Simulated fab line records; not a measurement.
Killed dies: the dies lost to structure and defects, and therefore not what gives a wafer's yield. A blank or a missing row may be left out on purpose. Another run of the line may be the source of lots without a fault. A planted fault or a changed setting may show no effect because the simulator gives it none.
Which tool did it? / flow rit cmos / 15 lots with 45 wafers sampled at 5 steps, on a route of 202 steps

== WHAT THE GAUGES SHOWED, per wafer ==
RIT_ACTIVE_THK_MEAS_02. Usual: ACTIVE_OXIDE_THK gives 47.1 nm (standard deviation 1).
lot=L707; measured=day 1 20:46; on=film metro-03; ACTIVE_OXIDE_THK (nm)=48.3 48.3 48.1; flag=
lot=L708; measured=day 2 00:43; on=film metro-04; ACTIVE_OXIDE_THK (nm)=45.4 44.9 45.0; flag=
lot=L709; measured=day 2 03:47; on=film metro-03; ACTIVE_OXIDE_THK (nm)=47.6 47.7 47.7; flag=
lot=L712; measured=day 2 18:04; on=film metro-03; ACTIVE_OXIDE_THK (nm)=47.3 47.0 47.4; flag=
lot=L713; measured=day 2 23:14; on=film metro-04; ACTIVE_OXIDE_THK (nm)=47.7 48.4 48.2; flag=
lot=L714; measured=day 3 04:36; on=film metro-01; ACTIVE_OXIDE_THK (nm)=48.4 48.4 48.4; flag=
lot=L715; measured=day 3 09:05; on=film metro-01; ACTIVE_OXIDE_THK (nm)=55.4 55.8 56.1; flag=OFF
lot=L717; measured=day 3 19:05; on=film metro-03; ACTIVE_OXIDE_THK (nm)=54.7 55.2 54.3; flag=OFF
lot=L718; measured=day 4 00:05; on=film metro-03; ACTIVE_OXIDE_THK (nm)=54.4 53.7 54.3; flag=OFF
lot=L719; measured=day 4 05:12; on=film metro-03; ACTIVE_OXIDE_THK (nm)=47.7 47.0 47.3; flag=
lot=L721; measured=day 4 15:03; on=film metro-04; ACTIVE_OXIDE_THK (nm)=47.7 47.6 47.8; flag=
lot=L724; measured=day 5 06:29; on=film metro-01; ACTIVE_OXIDE_THK (nm)=47.5 46.7 47.1; flag=
lot=L726; measured=day 5 18:38; on=film metro-01; ACTIVE_OXIDE_THK (nm)=47.3 47.1 47.3; flag=
lot=L727; measured=day 5 21:39; on=film metro-01; ACTIVE_OXIDE_THK (nm)=46.7 46.9 46.5; flag=
lot=L728; measured=day 6 02:36; on=film metro-04; ACTIVE_OXIDE_THK (nm)=46.4 46.4 47.0; flag=

RIT_FOX2_THK_MEAS_90. Usual: FIELD_OXIDE_LEFT_1_THK gives 325 nm (standard deviation 7.4).
lot=L707; measured=day 2 05:56; on=film metro-01; FIELD_OXIDE_LEFT_1_THK (nm)=335 335 334; flag=
lot=L708; measured=day 2 09:16; on=film metro-04; FIELD_OXIDE_LEFT_1_THK (nm)=321 324 326; flag=
lot=L709; measured=day 2 13:02; on=film metro-01; FIELD_OXIDE_LEFT_1_THK (nm)=314 313 314; flag=
lot=L712; measured=day 3 01:49; on=film metro-02; FIELD_OXIDE_LEFT_1_THK (nm)=329 323 328; flag=
lot=L713; measured=day 3 07:50; on=film metro-01; FIELD_OXIDE_LEFT_1_THK (nm)=329 327 327; flag=
lot=L714; measured=day 3 13:31; on=film metro-02; FIELD_OXIDE_LEFT_1_THK (nm)=336 338 333; flag=
lot=L715; measured=day 3 16:27; on=film metro-04; FIELD_OXIDE_LEFT_1_THK (nm)=330 328 337; flag=
lot=L717; measured=day 4 03:52; on=film metro-02; FIELD_OXIDE_LEFT_1_THK (nm)=328 325 327; flag=
lot=L718; measured=day 4 08:59; on=film metro-02; FIELD_OXIDE_LEFT_1_THK (nm)=317 320 325; flag=
lot=L719; measured=day 4 14:09; on=film metro-04; FIELD_OXIDE_LEFT_1_THK (nm)=338 335 338; flag=
lot=L721; measured=day 4 23:55; on=film metro-01; FIELD_OXIDE_LEFT_1_THK (nm)=329 329 331; flag=
lot=L724; measured=day 5 14:02; on=film metro-02; FIELD_OXIDE_LEFT_1_THK (nm)=328 323 327; flag=
lot=L726; measured=day 6 02:08; on=film metro-01; FIELD_OXIDE_LEFT_1_THK (nm)=318 313 317; flag=
lot=L727; measured=day 6 09:51; on=film metro-01; FIELD_OXIDE_LEFT_1_THK (nm)=319 317 321; flag=
lot=L728; measured=day 6 17:14; on=film metro-04; FIELD_OXIDE_LEFT_1_THK (nm)=328 325 330; flag=

RIT_GATE_OVL_MEAS_17. Usual: GATE_OVL gives 0.5 nm (standard deviation 1.2).
lot=L707; measured=day 3 00:11; on=overlay-02; GATE_OVL (nm)=-0.3 2.7 2.4; flag=
lot=L708; measured=day 3 03:31; on=overlay-01; GATE_OVL (nm)=1.5 -1.0 -0.7; flag=
lot=L709; measured=day 3 06:09; on=overlay-01; GATE_OVL (nm)=1.4 -1.5 0.6; flag=
lot=L712; measured=day 3 20:38; on=overlay-02; GATE_OVL (nm)=0.2 0.7 0.0; flag=
lot=L713; measured=day 4 00:51; on=overlay-01; GATE_OVL (nm)=-0.7 -0.3 -0.4; flag=
lot=L714; measured=day 4 06:04; on=overlay-01; GATE_OVL (nm)=0.5 0.1 -1.1; flag=
lot=L715; measured=day 4 11:00; on=overlay-01; GATE_OVL (nm)=-0.4 0.1 -0.2; flag=
lot=L717; measured=day 4 21:30; on=overlay-02; GATE_OVL (nm)=-0.6 1.3 0.7; flag=
lot=L718; measured=day 5 02:13; on=overlay-01; GATE_OVL (nm)=-1.5 -0.8 -0.5; flag=
lot=L719; measured=day 5 09:28; on=overlay-01; GATE_OVL (nm)=1.4 0.6 1.0; flag=
lot=L721; measured=day 5 20:00; on=overlay-02; GATE_OVL (nm)=1.4 0.3 -1.4; flag=
lot=L724; measured=day 6 13:14; on=overlay-02; GATE_OVL (nm)=-0.3 2.0 -1.0; flag=
lot=L726; measured=day 7 01:37; on=overlay-01; GATE_OVL (nm)=-0.9 -1.0 0.7; flag=
lot=L727; measured=day 7 09:53; on=overlay-01; GATE_OVL (nm)=0.4 -1.1 1.3; flag=
lot=L728; measured=day 7 15:17; on=overlay-01; GATE_OVL (nm)=1.0 2.1 2.6; flag=

== WHAT TOOL EACH LOT RAN ON (gives the tool, then ch and the chambers of the sampled wafers, and finally the start) ==
lot=L707; RIT_ACTIVE_OXIDATION_01=furnace-04 ch 0, day 1 18:50; RIT_PRETRO_STRIP_09=plasma asher-03 ch 0,1, day 2 18:53
lot=L708; RIT_ACTIVE_OXIDATION_01=furnace-01 ch 0, day 1 22:47; RIT_PRETRO_STRIP_09=plasma asher-01 ch 1, day 2 22:22
lot=L709; RIT_ACTIVE_OXIDATION_01=furnace-04 ch 0, day 2 01:50; RIT_PRETRO_STRIP_09=plasma asher-02 ch 0,1, day 3 00:44
lot=L712; RIT_ACTIVE_OXIDATION_01=furnace-04 ch 0, day 2 16:07; RIT_PRETRO_STRIP_09=plasma asher-03 ch 0,1, day 3 14:56
lot=L713; RIT_ACTIVE_OXIDATION_01=furnace-03 ch 0, day 2 21:16; RIT_PRETRO_STRIP_09=plasma asher-01 ch 0,1, day 3 19:31
lot=L714; RIT_ACTIVE_OXIDATION_01=furnace-04 ch 0, day 3 02:40; RIT_PRETRO_STRIP_09=plasma asher-02 ch 0,1, day 4 01:12
lot=L715; RIT_ACTIVE_OXIDATION_01=furnace-04 ch 0, day 3 07:08; RIT_PRETRO_STRIP_09=plasma asher-01 ch 0,1, day 4 04:22
lot=L717; RIT_ACTIVE_OXIDATION_01=furnace-04 ch 0, day 3 17:08; RIT_PRETRO_STRIP_09=plasma asher-01 ch 0,1, day 4 15:52
lot=L718; RIT_ACTIVE_OXIDATION_01=furnace-04 ch 0, day 3 22:08; RIT_PRETRO_STRIP_09=plasma asher-02 ch 0,1, day 4 21:05
lot=L719; RIT_ACTIVE_OXIDATION_01=furnace-03 ch 0, day 4 03:14; RIT_PRETRO_STRIP_09=plasma asher-03 ch 0,1, day 5 02:32
lot=L721; RIT_ACTIVE_OXIDATION_01=furnace-03 ch 0, day 4 13:07; RIT_PRETRO_STRIP_09=plasma asher-01 ch 0,1, day 5 12:16
lot=L724; RIT_ACTIVE_OXIDATION_01=furnace-01 ch 0, day 5 04:33; RIT_PRETRO_STRIP_09=plasma asher-03 ch 0,1, day 6 02:48
lot=L726; RIT_ACTIVE_OXIDATION_01=furnace-03 ch 0, day 5 16:43; RIT_PRETRO_STRIP_09=plasma asher-03 ch 0,1, day 6 16:37
lot=L727; RIT_ACTIVE_OXIDATION_01=furnace-03 ch 0, day 5 19:43; RIT_PRETRO_STRIP_09=plasma asher-01 ch 0,1, day 7 01:51
lot=L728; RIT_ACTIVE_OXIDATION_01=furnace-01 ch 0, day 6 00:38; RIT_PRETRO_STRIP_09=plasma asher-02 ch 0,1, day 7 06:49
- RIT_ACTIVE_OXIDATION_01: target thk 46.8 nm, ox time 3360 s.
- RIT_PRETRO_STRIP_09: strips in O2, time 180 s.

== AS READ BY THE TOOLS THEMSELVES (means over the sampled wafers that have a number; for cases with no such wafer, the mark the record gives instead) ==
RIT_ACTIVE_OXIDATION_01. Usual: spike tc centre C 1001.3 C, standard deviation 1.6; spike tc load C 1027.0 C, standard deviation 2.3; spike tc source C 1022.3 C, standard deviation 2.9; tube center temp C 999.99 C, standard deviation 0.093; tube_center_temp_C_max 1002.6, standard deviation 0.45; zone power source pct 33.5 %, standard deviation 0.65.
lot=L707; tool=furnace-04; spike tc centre C (C)=999.5; spike tc load C (C)=1025.6; spike tc source C (C)=1020.2; tube center temp C (C)=999.95; tube_center_temp_C_max=1002.4; zone power source pct (%)=34.1; flag=
lot=L708; tool=furnace-01; spike tc centre C (C)=1001.4; spike tc load C (C)=1026.4; spike tc source C (C)=1025.9; tube center temp C (C)=999.93; tube_center_temp_C_max=1002.6; zone power source pct (%)=32.4; flag=
lot=L709; tool=furnace-04; spike tc centre C (C)=1000.0; spike tc load C (C)=1025.7; spike tc source C (C)=1020.0; tube center temp C (C)=999.95; tube_center_temp_C_max=1002.3; zone power source pct (%)=34.0; flag=
lot=L712; tool=furnace-04; spike tc centre C (C)=1000.8; spike tc load C (C)=1025.1; spike tc source C (C)=1019.2; tube center temp C (C)=999.98; tube_center_temp_C_max=1002.4; zone power source pct (%)=33.9; flag=
lot=L713; tool=furnace-03; spike tc centre C (C)=1003.1; spike tc load C (C)=1030.0; spike tc source C (C)=1021.0; tube center temp C (C)=999.99; tube_center_temp_C_max=1002.4; zone power source pct (%)=33.6; flag=
lot=L714; tool=furnace-04; spike tc centre C (C)=1000.5; spike tc load C (C)=1024.9; spike tc source C (C)=1020.1; tube center temp C (C)=999.96; tube_center_temp_C_max=1002.9; zone power source pct (%)=34.2; flag=
lot=L715; tool=furnace-04; spike tc centre C (C)=1016.1; spike tc load C (C)=1039.5; spike tc source C (C)=1035.4; tube center temp C (C)=1015.10; tube_center_temp_C_max=1017.5; zone power source pct (%)=35.1; flag=OFF
lot=L717; tool=furnace-04; spike tc centre C (C)=1014.8; spike tc load C (C)=1040.9; spike tc source C (C)=1035.3; tube center temp C (C)=1014.97; tube_center_temp_C_max=1017.5; zone power source pct (%)=35.5; flag=OFF
lot=L718; tool=furnace-04; spike tc centre C (C)=1015.6; spike tc load C (C)=1040.1; spike tc source C (C)=1035.0; tube center temp C (C)=1015.00; tube_center_temp_C_max=1017.4; zone power source pct (%)=35.3; flag=OFF
lot=L719; tool=furnace-03; spike tc centre C (C)=1003.6; spike tc load C (C)=1029.6; spike tc source C (C)=1021.7; tube center temp C (C)=999.96; tube_center_temp_C_max=1002.5; zone power source pct (%)=33.7; flag=
lot=L721; tool=furnace-03; spike tc centre C (C)=1003.5; spike tc load C (C)=1030.6; spike tc source C (C)=1021.8; tube center temp C (C)=1000.02; tube_center_temp_C_max=1002.6; zone power source pct (%)=33.3; flag=
lot=L724; tool=furnace-01; spike tc centre C (C)=1000.8; spike tc load C (C)=1027.3; spike tc source C (C)=1026.1; tube center temp C (C)=999.98; tube_center_temp_C_max=1002.5; zone power source pct (%)=33.0; flag=
lot=L726; tool=furnace-03; spike tc centre C (C)=1003.4; spike tc load C (C)=1030.8; spike tc source C (C)=1021.5; tube center temp C (C)=999.97; tube_center_temp_C_max=1002.7; zone power source pct (%)=33.7; flag=
lot=L727; tool=furnace-03; spike tc centre C (C)=1003.2; spike tc load C (C)=1030.6; spike tc source C (C)=1022.0; tube center temp C (C)=999.87; tube_center_temp_C_max=1002.2; zone power source pct (%)=33.1; flag=
lot=L728; tool=furnace-01; spike tc centre C (C)=999.9; spike tc load C (C)=1026.9; spike tc source C (C)=1027.1; tube center temp C (C)=1000.04; tube_center_temp_C_max=1002.5; zone power source pct (%)=32.7; flag=

RIT_PRETRO_STRIP_09. Usual: drypump motor current A reads 5.6 A (standard deviation 0.37).
lot=L707; tool=plasma asher-03; drypump motor current A (A)=6.0; flag=
lot=L708; tool=plasma asher-01; drypump motor current A (A)=5.0; flag=
lot=L709; tool=plasma asher-02; drypump motor current A (A)=5.5; flag=
lot=L712; tool=plasma asher-03; drypump motor current A (A)=5.9; flag=
lot=L713; tool=plasma asher-01; drypump motor current A (A)=5.2; flag=
lot=L714; tool=plasma asher-02; drypump motor current A (A)=5.6; flag=
lot=L715; tool=plasma asher-01; drypump motor current A (A)=5.4; flag=
lot=L717; tool=plasma asher-01; drypump motor current A (A)=5.2; flag=
lot=L718; tool=plasma asher-02; drypump motor current A (A)=5.5; flag=
lot=L719; tool=plasma asher-03; drypump motor current A (A)=6.0; flag=
lot=L721; tool=plasma asher-01; drypump motor current A (A)=5.2; flag=
lot=L724; tool=plasma asher-03; drypump motor current A (A)=6.0; flag=
lot=L726; tool=plasma asher-03; drypump motor current A (A)=6.0; flag=
lot=L727; tool=plasma asher-01; drypump motor current A (A)=5.3; flag=
lot=L728; tool=plasma asher-02; drypump motor current A (A)=5.6; flag=

== THE ANSWER, worked out from the rows above alone ==
Rule: lot off if the mean of its wafers having a number is beyond 3 standard deviations from the usual mean. Also off: a lot with no number at a reading for which 4 or more lots have one. All remaining lots with rows at the step are treated as sound. After the gauges, taken in route order, come the tools' own readings; for these a lot's mean is taken, as printed above. At the first step where some lot is off, the reading lying furthest off is the one used; lots without a number count as furthest.
Off: at RIT_ACTIVE_THK_MEAS_02 (ACTIVE_OXIDE_THK), L715, L717, L718.
If a tool, at a process step before that reading, ran all the lots that are off and no sound lot after the first of them, it fits. The gauges at RIT_ACTIVE_THK_MEAS_02 aren't tried: what is off there is off at RIT_ACTIVE_OXIDATION_01 too, on other tools, and a gauge's error can't cause that. One fits: RIT_ACTIVE_OXIDATION_01 on furnace-04. A fault onset in the window from L714 (day 3 02:40, its last sound lot) to L715 (day 3 07:08, its first lot off) fits.
The tool's own readings at RIT_ACTIVE_OXIDATION_01 bear it out: on the lots that are off they differ by more than 5 times the standard deviation of the sound lots' means. spike tc centre C reads 1015.5 C there against 1001.6 C on the sound lots; spike tc load C reads 1040.2 C there against 1027.8 C on the sound lots; spike tc source C reads 1035.2 C there against 1022.2 C on the sound lots; tube center temp C reads 1015.02 C there against 999.97 C on the sound lots; tube_center_temp_C_max reads 1017.5 there against 1002.5 on the sound lots.

== WHAT THE SIMULATOR HAD INSERTED ==
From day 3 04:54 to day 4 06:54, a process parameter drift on furnace-04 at RIT_ACTIVE_OXIDATION_01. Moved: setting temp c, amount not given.
Lots struck among those shown: L715, L717, L718. The same result came from the rule above.
